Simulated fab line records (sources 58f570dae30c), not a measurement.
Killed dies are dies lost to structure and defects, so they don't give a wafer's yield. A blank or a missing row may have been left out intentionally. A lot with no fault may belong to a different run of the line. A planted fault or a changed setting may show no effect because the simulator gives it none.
fab line records || flow berkeley_cmos170
record {"lots": 5, "wafers": 27}
route steps=331 shown M3@310
start_h: hours from the record's first day to the start of the lot's first wafer shown || wait_h: how many hours have passed since the lot's step before this one || " repeats the value in the row above || L1.1+2: several wafers, shown together as one row || - no value, or no start given || * or withheld: withheld || < > ~ a bound
route shown NAME@n: NAME is a module with steps in the file, n the number in the route of the first one || usual: mean/standard deviation of fault-free wafers || same: alike in all rows || chamber/n: place in a boat || sites: readings site by site || _std_site: the standard deviation of these || _edge_site: the outer-site mean with the inner-site mean subtracted || radius_mm: how far each site lies from the wafer's centre || mask NAME#n: copy n || behind: the last tool/chamber to shape the wafer || hold: cause of the lot's hold/its duration in hours/its outcome || device: the transistor (n, p or np) that didn't switch || end of line: the route-end tests of the same wafers || step lacking rows: just its recipe || killed: dies lost to structure and defects at the first sort, not the wafer's yield || map: dies across one wafer; x = killed, . = not, _ = none there
set.NAME: setting as actually run; set.NAME@STEP: the setting as run at that earlier step || model.NAME: the simulator's own value behind a step, which no gauge read
lots with deliberately changed settings; one table per step, one row per wafer
## steps
# step UCB170_M3_SPUTTER_01
# recipe {"material": "Al", "target_thk_nm": 900, "time_s": 120, "power_w": 6000, "chamber_pressure_pa": 0.5}
{"lot.wafer": "L074.1", "tool": "pvd_sputter-01", "chamber": "-", "start_h": 166.66, "wait_h": 0.0, "set.time_s": 62.04, "model.Al_of_M3_SPUTTER_01.thk_nm": 454.4}
{"lot.wafer": "L074.2", "tool": "pvd_sputter-01", "chamber": "-", "start_h": 166.66, "wait_h": 0.0, "set.time_s": 120, "model.Al_of_M3_SPUTTER_01.thk_nm": 892.4}
{"lot.wafer": "L074.3", "tool": "pvd_sputter-01", "chamber": "-", "start_h": 166.66, "wait_h": 0.0, "set.time_s": 120, "model.Al_of_M3_SPUTTER_01.thk_nm": 889.1}
{"lot.wafer": "L074.4", "tool": "pvd_sputter-01", "chamber": "-", "start_h": 166.66, "wait_h": 0.0, "set.time_s": 120, "model.Al_of_M3_SPUTTER_01.thk_nm": 890.4}
{"lot.wafer": "L074.5", "tool": "pvd_sputter-01", "chamber": "-", "start_h": 166.66, "wait_h": 0.0, "set.time_s": 62.04, "model.Al_of_M3_SPUTTER_01.thk_nm": 461.1}
{"lot.wafer": "L074.6", "tool": "pvd_sputter-01", "chamber": "-", "start_h": 166.66, "wait_h": 0.0, "set.time_s": 62.04, "model.Al_of_M3_SPUTTER_01.thk_nm": 466.7}
{"lot.wafer": "L077.1", "tool": "pvd_sputter-02", "chamber": "-", "start_h": 176.50, "wait_h": 0.0, "set.time_s": 120, "model.Al_of_M3_SPUTTER_01.thk_nm": 888.9}
{"lot.wafer": "L077.2", "tool": "pvd_sputter-02", "chamber": "-", "start_h": 176.50, "wait_h": 0.0, "set.time_s": 120, "model.Al_of_M3_SPUTTER_01.thk_nm": 891.8}
{"lot.wafer": "L077.3", "tool": "pvd_sputter-02", "chamber": "-", "start_h": 176.50, "wait_h": 0.0, "set.time_s": 120, "model.Al_of_M3_SPUTTER_01.thk_nm": 896.5}
{"lot.wafer": "L081.1", "tool": "pvd_sputter-01", "chamber": "-", "start_h": 199.38, "wait_h": 0.0, "set.time_s": 120, "model.Al_of_M3_SPUTTER_01.thk_nm": 901.9}
{"lot.wafer": "L081.2", "tool": "pvd_sputter-01", "chamber": "-", "start_h": 199.38, "wait_h": 0.0, "set.time_s": 120, "model.Al_of_M3_SPUTTER_01.thk_nm": 916.3}
{"lot.wafer": "L081.3", "tool": "pvd_sputter-01", "chamber": "-", "start_h": 199.38, "wait_h": 0.0, "set.time_s": 120, "model.Al_of_M3_SPUTTER_01.thk_nm": 904.5}
{"lot.wafer": "L081.4", "tool": "pvd_sputter-01", "chamber": "-", "start_h": 199.38, "wait_h": 0.0, "set.time_s": 120, "model.Al_of_M3_SPUTTER_01.thk_nm": 914.4}
{"lot.wafer": "L081.5", "tool": "pvd_sputter-01", "chamber": "-", "start_h": 199.38, "wait_h": 0.0, "set.time_s": 120, "model.Al_of_M3_SPUTTER_01.thk_nm": 913.6}
{"lot.wafer": "L081.6", "tool": "pvd_sputter-01", "chamber": "-", "start_h": 199.38, "wait_h": 0.0, "set.time_s": 120, "model.Al_of_M3_SPUTTER_01.thk_nm": 903.5}
{"lot.wafer": "L080.1", "tool": "pvd_sputter-02", "chamber": "-", "start_h": 199.65, "wait_h": 0.0, "set.time_s": 155.4, "model.Al_of_M3_SPUTTER_01.thk_nm": 1162}
{"lot.wafer": "L080.2", "tool": "pvd_sputter-02", "chamber": "-", "start_h": 199.65, "wait_h": 0.0, "set.time_s": 155.4, "model.Al_of_M3_SPUTTER_01.thk_nm": 1165}
{"lot.wafer": "L080.3", "tool": "pvd_sputter-02", "chamber": "-", "start_h": 199.65, "wait_h": 0.0, "set.time_s": 155.4, "model.Al_of_M3_SPUTTER_01.thk_nm": 1157}
{"lot.wafer": "L080.4", "tool": "pvd_sputter-02", "chamber": "-", "start_h": 199.65, "wait_h": 0.0, "set.time_s": 120, "model.Al_of_M3_SPUTTER_01.thk_nm": 893.7}
{"lot.wafer": "L080.5", "tool": "pvd_sputter-02", "chamber": "-", "start_h": 199.65, "wait_h": 0.0, "set.time_s": 120, "model.Al_of_M3_SPUTTER_01.thk_nm": 901.8}
{"lot.wafer": "L080.6", "tool": "pvd_sputter-02", "chamber": "-", "start_h": 199.65, "wait_h": 0.0, "set.time_s": 120, "model.Al_of_M3_SPUTTER_01.thk_nm": 891.4}
{"lot.wafer": "L085.1", "tool": "pvd_sputter-04", "chamber": "-", "start_h": 223.67, "wait_h": 0.0, "set.time_s": 59.02, "model.Al_of_M3_SPUTTER_01.thk_nm": 450.4}
{"lot.wafer": "L085.2", "tool": "pvd_sputter-04", "chamber": "-", "start_h": 223.67, "wait_h": 0.0, "set.time_s": 59.02, "model.Al_of_M3_SPUTTER_01.thk_nm": 458.1}
{"lot.wafer": "L085.3", "tool": "pvd_sputter-04", "chamber": "-", "start_h": 223.67, "wait_h": 0.0, "set.time_s": 120, "model.Al_of_M3_SPUTTER_01.thk_nm": 900.1}
{"lot.wafer": "L085.4", "tool": "pvd_sputter-04", "chamber": "-", "start_h": 223.67, "wait_h": 0.0, "set.time_s": 120, "model.Al_of_M3_SPUTTER_01.thk_nm": 908.9}
{"lot.wafer": "L085.5", "tool": "pvd_sputter-04", "chamber": "-", "start_h": 223.67, "wait_h": 0.0, "set.time_s": 59.02, "model.Al_of_M3_SPUTTER_01.thk_nm": 453.9}
{"lot.wafer": "L085.6", "tool": "pvd_sputter-04", "chamber": "-", "start_h": 223.67, "wait_h": 0.0, "set.time_s": 120, "model.Al_of_M3_SPUTTER_01.thk_nm": 897.3}
# step UCB170_M3_RS_MEAS_02
# recipe {"thk_meas_gauge": "four-point-probe", "reads": "Al_of_M3_SPUTTER_01"}
# usual {"M3_AL_RS": "0.0323/0.0003"}
{"lot.wafer": "L074.1", "tool": "film_metro-01", "chamber": "-", "start_h": 166.74, "wait_h": 0.0, "set.time_s@M3_SPUTTER_01": 62.04, "M3_AL_RS[ohm/sq]": 0.0642}
{"lot.wafer": "L074.2", "tool": "film_metro-01", "chamber": "-", "start_h": 166.74, "wait_h": 0.0, "set.time_s@M3_SPUTTER_01": 120, "M3_AL_RS[ohm/sq]": 0.0324}
{"lot.wafer": "L074.3", "tool": "film_metro-01", "chamber": "-", "start_h": 166.74, "wait_h": 0.0, "set.time_s@M3_SPUTTER_01": 120, "M3_AL_RS[ohm/sq]": 0.0326}
{"lot.wafer": "L074.4", "tool": "film_metro-01", "chamber": "-", "start_h": 166.74, "wait_h": 0.0, "set.time_s@M3_SPUTTER_01": 120, "M3_AL_RS[ohm/sq]": 0.0324}
{"lot.wafer": "L074.5", "tool": "film_metro-01", "chamber": "-", "start_h": 166.74, "wait_h": 0.0, "set.time_s@M3_SPUTTER_01": 62.04, "M3_AL_RS[ohm/sq]": 0.0634}
{"lot.wafer": "L074.6", "tool": "film_metro-01", "chamber": "-", "start_h": 166.74, "wait_h": 0.0, "set.time_s@M3_SPUTTER_01": 62.04, "M3_AL_RS[ohm/sq]": 0.0626}
{"lot.wafer": "L077.1", "tool": "film_metro-04", "chamber": "-", "start_h": 176.59, "wait_h": 0.0, "set.time_s@M3_SPUTTER_01": 120, "M3_AL_RS[ohm/sq]": 0.0326}
{"lot.wafer": "L077.2", "tool": "film_metro-04", "chamber": "-", "start_h": 176.59, "wait_h": 0.0, "set.time_s@M3_SPUTTER_01": 120, "M3_AL_RS[ohm/sq]": 0.0325}
{"lot.wafer": "L077.3", "tool": "film_metro-04", "chamber": "-", "start_h": 176.59, "wait_h": 0.0, "set.time_s@M3_SPUTTER_01": 120, "M3_AL_RS[ohm/sq]": 0.0322}
{"lot.wafer": "L081.1", "tool": "film_metro-01", "chamber": "-", "start_h": 199.46, "wait_h": 0.0, "set.time_s@M3_SPUTTER_01": 120, "M3_AL_RS[ohm/sq]": 0.0321}
{"lot.wafer": "L081.2", "tool": "film_metro-01", "chamber": "-", "start_h": 199.46, "wait_h": 0.0, "set.time_s@M3_SPUTTER_01": 120, "M3_AL_RS[ohm/sq]": 0.0316}
{"lot.wafer": "L081.3", "tool": "film_metro-01", "chamber": "-", "start_h": 199.46, "wait_h": 0.0, "set.time_s@M3_SPUTTER_01": 120, "M3_AL_RS[ohm/sq]": 0.0320}
{"lot.wafer": "L081.4", "tool": "film_metro-01", "chamber": "-", "start_h": 199.46, "wait_h": 0.0, "set.time_s@M3_SPUTTER_01": 120, "M3_AL_RS[ohm/sq]": 0.0317}
{"lot.wafer": "L081.5", "tool": "film_metro-01", "chamber": "-", "start_h": 199.46, "wait_h": 0.0, "set.time_s@M3_SPUTTER_01": 120, "M3_AL_RS[ohm/sq]": 0.0317}
{"lot.wafer": "L081.6", "tool": "film_metro-01", "chamber": "-", "start_h": 199.46, "wait_h": 0.0, "set.time_s@M3_SPUTTER_01": 120, "M3_AL_RS[ohm/sq]": 0.0321}
{"lot.wafer": "L080.1", "tool": "film_metro-02", "chamber": "-", "start_h": 199.73, "wait_h": 0.0, "set.time_s@M3_SPUTTER_01": 155.4, "M3_AL_RS[ohm/sq]": 0.0249}
{"lot.wafer": "L080.2", "tool": "film_metro-02", "chamber": "-", "start_h": 199.73, "wait_h": 0.0, "set.time_s@M3_SPUTTER_01": 155.4, "M3_AL_RS[ohm/sq]": 0.0248}
{"lot.wafer": "L080.3", "tool": "film_metro-02", "chamber": "-", "start_h": 199.73, "wait_h": 0.0, "set.time_s@M3_SPUTTER_01": 155.4, "M3_AL_RS[ohm/sq]": 0.0250}
{"lot.wafer": "L080.4", "tool": "film_metro-02", "chamber": "-", "start_h": 199.73, "wait_h": 0.0, "set.time_s@M3_SPUTTER_01": 120, "M3_AL_RS[ohm/sq]": 0.0324}
{"lot.wafer": "L080.5", "tool": "film_metro-02", "chamber": "-", "start_h": 199.73, "wait_h": 0.0, "set.time_s@M3_SPUTTER_01": 120, "M3_AL_RS[ohm/sq]": 0.0321}
{"lot.wafer": "L080.6", "tool": "film_metro-02", "chamber": "-", "start_h": 199.73, "wait_h": 0.0, "set.time_s@M3_SPUTTER_01": 120, "M3_AL_RS[ohm/sq]": 0.0325}
{"lot.wafer": "L085.1", "tool": "film_metro-01", "chamber": "-", "start_h": 223.76, "wait_h": 0.0, "set.time_s@M3_SPUTTER_01": 59.02, "M3_AL_RS[ohm/sq]": 0.0649}
{"lot.wafer": "L085.2", "tool": "film_metro-01", "chamber": "-", "start_h": 223.76, "wait_h": 0.0, "set.time_s@M3_SPUTTER_01": 59.02, "M3_AL_RS[ohm/sq]": 0.0638}
{"lot.wafer": "L085.3", "tool": "film_metro-01", "chamber": "-", "start_h": 223.76, "wait_h": 0.0, "set.time_s@M3_SPUTTER_01": 120, "M3_AL_RS[ohm/sq]": 0.0321}
{"lot.wafer": "L085.4", "tool": "film_metro-01", "chamber": "-", "start_h": 223.76, "wait_h": 0.0, "set.time_s@M3_SPUTTER_01": 120, "M3_AL_RS[ohm/sq]": 0.0319}
{"lot.wafer": "L085.5", "tool": "film_metro-01", "chamber": "-", "start_h": 223.76, "wait_h": 0.0, "set.time_s@M3_SPUTTER_01": 59.02, "M3_AL_RS[ohm/sq]": 0.0645}
{"lot.wafer": "L085.6", "tool": "film_metro-01", "chamber": "-", "start_h": 223.76, "wait_h": 0.0, "set.time_s@M3_SPUTTER_01": 120, "M3_AL_RS[ohm/sq]": 0.0323}
# step UCB170_M3_THK_MEAS_03
# recipe {"thk_meas_gauge": "xrf", "reads": "Al_of_M3_SPUTTER_01"}
# usual {"M3_AL_THK": "887/9.2"}
{"lot.wafer": "L074.1", "tool": "film_metro-01", "chamber": "-", "start_h": 166.86, "wait_h": 0.1, "set.time_s@M3_SPUTTER_01": 62.04, "M3_AL_THK[nm]": 453}
{"lot.wafer": "L074.2", "tool": "film_metro-01", "chamber": "-", "start_h": 166.86, "wait_h": 0.1, "set.time_s@M3_SPUTTER_01": 120, "M3_AL_THK[nm]": 883}
{"lot.wafer": "L074.3", "tool": "film_metro-01", "chamber": "-", "start_h": 166.86, "wait_h": 0.1, "set.time_s@M3_SPUTTER_01": 120, "M3_AL_THK[nm]": 882}
{"lot.wafer": "L074.4", "tool": "film_metro-01", "chamber": "-", "start_h": 166.86, "wait_h": 0.1, "set.time_s@M3_SPUTTER_01": 120, "M3_AL_THK[nm]": 887}
{"lot.wafer": "L074.5", "tool": "film_metro-01", "chamber": "-", "start_h": 166.86, "wait_h": 0.1, "set.time_s@M3_SPUTTER_01": 62.04, "M3_AL_THK[nm]": 460}
{"lot.wafer": "L074.6", "tool": "film_metro-01", "chamber": "-", "start_h": 166.86, "wait_h": 0.1, "set.time_s@M3_SPUTTER_01": 62.04, "M3_AL_THK[nm]": 463}
{"lot.wafer": "L077.1", "tool": "film_metro-04", "chamber": "-", "start_h": 176.71, "wait_h": 0.1, "set.time_s@M3_SPUTTER_01": 120, "M3_AL_THK[nm]": 885}
{"lot.wafer": "L077.2", "tool": "film_metro-04", "chamber": "-", "start_h": 176.71, "wait_h": 0.1, "set.time_s@M3_SPUTTER_01": 120, "M3_AL_THK[nm]": 881}
{"lot.wafer": "L077.3", "tool": "film_metro-04", "chamber": "-", "start_h": 176.71, "wait_h": 0.1, "set.time_s@M3_SPUTTER_01": 120, "M3_AL_THK[nm]": 883}
{"lot.wafer": "L081.1", "tool": "film_metro-01", "chamber": "-", "start_h": 199.58, "wait_h": 0.1, "set.time_s@M3_SPUTTER_01": 120, "M3_AL_THK[nm]": 896}
{"lot.wafer": "L081.2", "tool": "film_metro-01", "chamber": "-", "start_h": 199.58, "wait_h": 0.1, "set.time_s@M3_SPUTTER_01": 120, "M3_AL_THK[nm]": 911}
{"lot.wafer": "L081.3", "tool": "film_metro-01", "chamber": "-", "start_h": 199.58, "wait_h": 0.1, "set.time_s@M3_SPUTTER_01": 120, "M3_AL_THK[nm]": 898}
{"lot.wafer": "L081.4", "tool": "film_metro-01", "chamber": "-", "start_h": 199.58, "wait_h": 0.1, "set.time_s@M3_SPUTTER_01": 120, "M3_AL_THK[nm]": 908}
{"lot.wafer": "L081.5", "tool": "film_metro-01", "chamber": "-", "start_h": 199.58, "wait_h": 0.1, "set.time_s@M3_SPUTTER_01": 120, "M3_AL_THK[nm]": 907}
{"lot.wafer": "L081.6", "tool": "film_metro-01", "chamber": "-", "start_h": 199.58, "wait_h": 0.1, "set.time_s@M3_SPUTTER_01": 120, "M3_AL_THK[nm]": 898}
{"lot.wafer": "L080.1", "tool": "film_metro-02", "chamber": "-", "start_h": 199.85, "wait_h": 0.1, "set.time_s@M3_SPUTTER_01": 155.4, "M3_AL_THK[nm]": 1154}
{"lot.wafer": "L080.2", "tool": "film_metro-02", "chamber": "-", "start_h": 199.85, "wait_h": 0.1, "set.time_s@M3_SPUTTER_01": 155.4, "M3_AL_THK[nm]": 1153}
{"lot.wafer": "L080.3", "tool": "film_metro-02", "chamber": "-", "start_h": 199.85, "wait_h": 0.1, "set.time_s@M3_SPUTTER_01": 155.4, "M3_AL_THK[nm]": 1146}
{"lot.wafer": "L080.4", "tool": "film_metro-02", "chamber": "-", "start_h": 199.85, "wait_h": 0.1, "set.time_s@M3_SPUTTER_01": 120, "M3_AL_THK[nm]": 884}
{"lot.wafer": "L080.5", "tool": "film_metro-02", "chamber": "-", "start_h": 199.85, "wait_h": 0.1, "set.time_s@M3_SPUTTER_01": 120, "M3_AL_THK[nm]": 896}
{"lot.wafer": "L080.6", "tool": "film_metro-02", "chamber": "-", "start_h": 199.85, "wait_h": 0.1, "set.time_s@M3_SPUTTER_01": 120, "M3_AL_THK[nm]": 882}
{"lot.wafer": "L085.1", "tool": "film_metro-01", "chamber": "-", "start_h": 223.88, "wait_h": 0.1, "set.time_s@M3_SPUTTER_01": 59.02, "M3_AL_THK[nm]": 447}
{"lot.wafer": "L085.2", "tool": "film_metro-01", "chamber": "-", "start_h": 223.88, "wait_h": 0.1, "set.time_s@M3_SPUTTER_01": 59.02, "M3_AL_THK[nm]": 456}
{"lot.wafer": "L085.3", "tool": "film_metro-01", "chamber": "-", "start_h": 223.88, "wait_h": 0.1, "set.time_s@M3_SPUTTER_01": 120, "M3_AL_THK[nm]": 891}
{"lot.wafer": "L085.4", "tool": "film_metro-01", "chamber": "-", "start_h": 223.88, "wait_h": 0.1, "set.time_s@M3_SPUTTER_01": 120, "M3_AL_THK[nm]": 902}
{"lot.wafer": "L085.5", "tool": "film_metro-01", "chamber": "-", "start_h": 223.88, "wait_h": 0.1, "set.time_s@M3_SPUTTER_01": 59.02, "M3_AL_THK[nm]": 449}
{"lot.wafer": "L085.6", "tool": "film_metro-01", "chamber": "-", "start_h": 223.88, "wait_h": 0.1, "set.time_s@M3_SPUTTER_01": 120, "M3_AL_THK[nm]": 890}
# step UCB170_M3_HMDS_04
# recipe {"prime_time_s": 60, "prime_temp_c": 100}
# step UCB170_M3_COAT_05
# recipe {"resist": "KrF", "spin_rpm": 1500, "resist_thk_nm": 900}
# step UCB170_M3_ETCH_17
# recipe {"chemistry": "N2/H2", "target_depth_a": "withheld", "overetch_a": "withheld", "target": "BARC", "time_s": "withheld", "source_w": 500, "bias_w": 100, "pressure_mtorr": 30, "n2_flow_sccm": 100, "h2_flow_sccm": 200}
# step UCB170_M3_METAL_ETCH_18
# recipe {"chemistry": "Cl2/BCl3", "target": "Al", "stop_on": "SiO2", "pressure_mtorr": 12, "target_depth_a": 11700, "over_etch_frac": 0.3, "time_s": 195, "icp_w": 590, "bias_w": 120, "Cl2_flow_sccm": 90, "bcl3_flow_sccm": 45}
# usual {"oes_product_au": "0.851/0.014"}
{"lot.wafer": "L074.1", "tool": "rie_metal-02", "chamber": 0, "start_h": 168.89, "wait_h": "-", "set.time_s@M3_SPUTTER_01": 62.04, "oes_product_au": 0.609}
{"lot.wafer": "L074.2", "tool": "rie_metal-02", "chamber": 1, "start_h": 168.89, "wait_h": "-", "set.time_s@M3_SPUTTER_01": 120, "oes_product_au": 0.852}
{"lot.wafer": "L074.3", "tool": "rie_metal-02", "chamber": 0, "start_h": 168.89, "wait_h": "-", "set.time_s@M3_SPUTTER_01": 120, "oes_product_au": 0.842}
{"lot.wafer": "L074.4", "tool": "rie_metal-02", "chamber": 1, "start_h": 168.89, "wait_h": "-", "set.time_s@M3_SPUTTER_01": 120, "oes_product_au": 0.847}
{"lot.wafer": "L074.5", "tool": "rie_metal-02", "chamber": 0, "start_h": 168.89, "wait_h": "-", "set.time_s@M3_SPUTTER_01": 62.04, "oes_product_au": 0.612}
{"lot.wafer": "L074.6", "tool": "rie_metal-02", "chamber": 1, "start_h": 168.89, "wait_h": "-", "set.time_s@M3_SPUTTER_01": 62.04, "oes_product_au": 0.620}
{"lot.wafer": "L077.1", "tool": "rie_metal-03", "chamber": 1, "start_h": 179.61, "wait_h": "-", "set.time_s@M3_SPUTTER_01": 120, "oes_product_au": 0.834}
{"lot.wafer": "L077.2", "tool": "rie_metal-03", "chamber": 0, "start_h": 179.61, "wait_h": "-", "set.time_s@M3_SPUTTER_01": 120, "oes_product_au": 0.869}
{"lot.wafer": "L077.3", "tool": "rie_metal-03", "chamber": 1, "start_h": 179.61, "wait_h": "-", "set.time_s@M3_SPUTTER_01": 120, "oes_product_au": 0.839}
{"lot.wafer": "L081.1", "tool": "rie_metal-03", "chamber": 0, "start_h": 202.03, "wait_h": "-", "set.time_s@M3_SPUTTER_01": 120, "oes_product_au": 0.867}
{"lot.wafer": "L081.2", "tool": "rie_metal-03", "chamber": 1, "start_h": 202.03, "wait_h": "-", "set.time_s@M3_SPUTTER_01": 120, "oes_product_au": 0.855}
{"lot.wafer": "L081.3", "tool": "rie_metal-03", "chamber": 0, "start_h": 202.03, "wait_h": "-", "set.time_s@M3_SPUTTER_01": 120, "oes_product_au": 0.870}
{"lot.wafer": "L081.4", "tool": "rie_metal-03", "chamber": 1, "start_h": 202.03, "wait_h": "-", "set.time_s@M3_SPUTTER_01": 120, "oes_product_au": 0.852}
{"lot.wafer": "L081.5", "tool": "rie_metal-03", "chamber": 0, "start_h": 202.03, "wait_h": "-", "set.time_s@M3_SPUTTER_01": 120, "oes_product_au": 0.874}
{"lot.wafer": "L081.6", "tool": "rie_metal-03", "chamber": 1, "start_h": 202.03, "wait_h": "-", "set.time_s@M3_SPUTTER_01": 120, "oes_product_au": 0.839}
{"lot.wafer": "L080.1", "tool": "rie_metal-04", "chamber": 0, "start_h": 202.77, "wait_h": "-", "set.time_s@M3_SPUTTER_01": 155.4, "oes_product_au": 0.964}
{"lot.wafer": "L080.2", "tool": "rie_metal-04", "chamber": 1, "start_h": 202.77, "wait_h": "-", "set.time_s@M3_SPUTTER_01": 155.4, "oes_product_au": 0.986}
{"lot.wafer": "L080.3", "tool": "rie_metal-04", "chamber": 1, "start_h": 202.77, "wait_h": "-", "set.time_s@M3_SPUTTER_01": 155.4, "oes_product_au": 0.999}
{"lot.wafer": "L080.4", "tool": "rie_metal-04", "chamber": 0, "start_h": 202.77, "wait_h": "-", "set.time_s@M3_SPUTTER_01": 120, "oes_product_au": 0.832}
{"lot.wafer": "L080.5", "tool": "rie_metal-04", "chamber": 0, "start_h": 202.77, "wait_h": "-", "set.time_s@M3_SPUTTER_01": 120, "oes_product_au": 0.841}
{"lot.wafer": "L080.6", "tool": "rie_metal-04", "chamber": 1, "start_h": 202.77, "wait_h": "-", "set.time_s@M3_SPUTTER_01": 120, "oes_product_au": 0.878}
{"lot.wafer": "L085.1", "tool": "rie_metal-02", "chamber": 0, "start_h": 225.80, "wait_h": "-", "set.time_s@M3_SPUTTER_01": 59.02, "oes_product_au": 0.612}
{"lot.wafer": "L085.2", "tool": "rie_metal-02", "chamber": 1, "start_h": 225.80, "wait_h": "-", "set.time_s@M3_SPUTTER_01": 59.02, "oes_product_au": 0.611}
{"lot.wafer": "L085.3", "tool": "rie_metal-02", "chamber": 1, "start_h": 225.80, "wait_h": "-", "set.time_s@M3_SPUTTER_01": 120, "oes_product_au": 0.860}
{"lot.wafer": "L085.4", "tool": "rie_metal-02", "chamber": 0, "start_h": 225.80, "wait_h": "-", "set.time_s@M3_SPUTTER_01": 120, "oes_product_au": 0.847}
{"lot.wafer": "L085.5", "tool": "rie_metal-02", "chamber": 1, "start_h": 225.80, "wait_h": "-", "set.time_s@M3_SPUTTER_01": 59.02, "oes_product_au": 0.615}
{"lot.wafer": "L085.6", "tool": "rie_metal-02", "chamber": 0, "start_h": 225.80, "wait_h": "-", "set.time_s@M3_SPUTTER_01": 120, "oes_product_au": 0.837}
## key
split {"step": "UCB170_M3_SPUTTER_01", "setting": "time_s", "stated": 120, "by": "wafer"}
response {"step": "UCB170_M3_SPUTTER_01", "reading": "model.Al_of_M3_SPUTTER_01.thk_nm", "change": "+8.88", "per": "1%", "r": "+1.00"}
response {"step": "UCB170_M3_RS_MEAS_02", "reading": "M3_AL_RS", "change": -0.00058, "per": "1%", "r": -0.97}
response {"step": "UCB170_M3_THK_MEAS_03", "reading": "M3_AL_THK", "change": "+8.79", "per": "1%", "r": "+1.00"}
response {"step": "UCB170_M3_METAL_ETCH_18", "reading": "oes_product_au", "change": "+0.00469", "per": "1%", "r": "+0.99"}
